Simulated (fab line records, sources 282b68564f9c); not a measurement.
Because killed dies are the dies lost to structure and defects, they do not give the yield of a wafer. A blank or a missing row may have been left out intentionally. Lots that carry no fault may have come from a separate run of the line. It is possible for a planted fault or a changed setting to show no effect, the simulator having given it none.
Split-lot trial    flow rit_cmos    on a route of 202 steps: 5 lots, 27 wafers read

THE SPLIT ITSELF
At RIT_CONTACT_CVD_00 (deposits SiO2 from TEOS, target thk 400 nm, time 61 s), the setting time_s was moved away from the recipe's 61 s on 12 of the 27 wafers read, by -48.9% to +59.5%. For the rest of the wafers, this setting stayed at what the recipe calls for.

Between the split and the reading, the file records no step.

THE READING
Values of CONTACT_TEOS_THK in nm from RIT_CONTACT_THK_MEAS_01. Typical for fault-free wafers on this fab line: 399 nm, with standard deviation 4.6 nm.

wafer   tool, chamber at the split  time_s as run, s  against the recipe  CONTACT_TEOS_THK, nm  against lot-mates on the recipe
L074.1  pecvd-04, 1                 31.15             -48.9%              204                   -201
L074.2  pecvd-04, 0                 61                recipe              396                   -
L074.3  pecvd-04, 2                 31.15             -48.9%              209                   -196
L074.4  pecvd-04, 0                 61                recipe              407                   -
L074.5  pecvd-04, 2                 31.15             -48.9%              206                   -199
L074.6  pecvd-04, 1                 61                recipe              413                   -
L077.1  pecvd-04, 0                 61                recipe              395                   -
L077.2  pecvd-04, 2                 38.39             -37.1%              249                   -149
L077.3  pecvd-04, 1                 61                recipe              400                   -
L077.4  pecvd-04, 0                 38.39             -37.1%              254                   -144
L077.5  pecvd-04, 1                 38.39             -37.1%              258                   -140
L077.6  pecvd-04, 2                 61                recipe              399                   -
L078.1  pecvd-01, 0                 61                recipe              395                   -
L078.3  pecvd-01, 2                 61                recipe              398                   -
L078.4  pecvd-01, 1                 61                recipe              403                   -
L079.1  pecvd-03, 1                 61                recipe              393                   -
L079.2  pecvd-03, 2                 88.26             +44.7%              575                   +175
L079.3  pecvd-03, 0                 88.26             +44.7%              568                   +168
L079.4  pecvd-03, 1                 61                recipe              405                   -
L079.5  pecvd-03, 0                 61                recipe              403                   -
L079.6  pecvd-03, 2                 88.26             +44.7%              583                   +183
L084.1  pecvd-01, 2                 97.28             +59.5%              635                   +234
L084.2  pecvd-01, 1                 97.28             +59.5%              629                   +228
L084.3  pecvd-01, 1                 61                recipe              402                   -
L084.4  pecvd-01, 2                 97.28             +59.5%              646                   +245
L084.5  pecvd-01, 1                 61                recipe              401                   -
L084.6  pecvd-01, 2                 61                recipe              401                   -

THE FIT
A straight line over all 27 wafers: CONTACT_TEOS_THK changes by +3.96 nm for each +1% of time_s; r = +1.00; the points scatter about the line by 5.3 nm.
The same after taking each lot's own level away (the mean of its wafers on the recipe; 27 wafers): +3.97 nm for each +1%; r = +1.00; scatter 5.3 nm.
On that fit, the largest move of time_s shifts the reading by 2.4e+02 nm.
From 398.0 to 405.3 nm: that is the span of the lots' own levels, equal to 1.6 times the standard deviation above.
The two slopes are in agreement: the lot-to-lot level therefore moves the slope only a little.
Check: with one of the wafers moved furthest among these (+59.5%) left out of the fit, the line predicts +236 nm for it against its lot-mates. It came out at +234 nm against them.

THESE WAFERS: OTHER SPLITS
These wafers also went through other splits before the reading. Each is held against what the fit with the lots' levels taken away leaves over:
other split on the same wafers      wafers away from the commonest value  r with CONTACT_TEOS_THK (lot level and that fit taken away)
RIT_ACTIVE_OXIDATION_01 ox_time_s   12                                    -0.18
RIT_GATE_DEVELOP_15 develop_time_s  9                                     -0.14
RIT_GATE_ETCH_19 time_s             12                                    -0.15

THE WHOLE CHAIN: every reading that the file lists as answering this split, in the file's order
step                     what it does                                                                 reading                                                                         change (the file's fit)               r (the file's)
RIT_CONTACT_CVD_00       deposits SiO2 from TEOS, target thk 400 nm, time 61 s                        SiO2_of_CONTACT_CVD_00.thk_nm (the simulator's own value, which no gauge read)  +3.97 nm for each +1% of the setting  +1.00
RIT_CONTACT_THK_MEAS_01                                                                               CONTACT_TEOS_THK                                                                +3.96 for each +1% of the setting     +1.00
RIT_CONTACT_ETCH_11      etches SiO2 in CHF3/CF4/Ar, stops on TiSi2, target depth 480 nm, time 320 s  CONTACT.feature_depth_nm (the simulator's own value, which no gauge read)       +2.49 nm for each +1% of the setting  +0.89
RIT_CONTACT_ETCH_11      etches SiO2 in CHF3/CF4/Ar, stops on TiSi2, target depth 480 nm, time 320 s  etch.depth_nm (the simulator's own value, which no gauge read)                  +2.49 nm for each +1% of the setting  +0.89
RIT_M1_METAL_ETCH_12     etches Al in Cl2/BCl3, stops on SiO2, time 165 s, target depth 600 nm        SiO2_of_CONTACT_CVD_00.thk_nm (the simulator's own value, which no gauge read)  +3.94 nm for each +1% of the setting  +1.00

THE FILE'S OWN FIT
CONTACT_TEOS_THK changes by +3.96 nm for each +1% of time_s, r = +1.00.
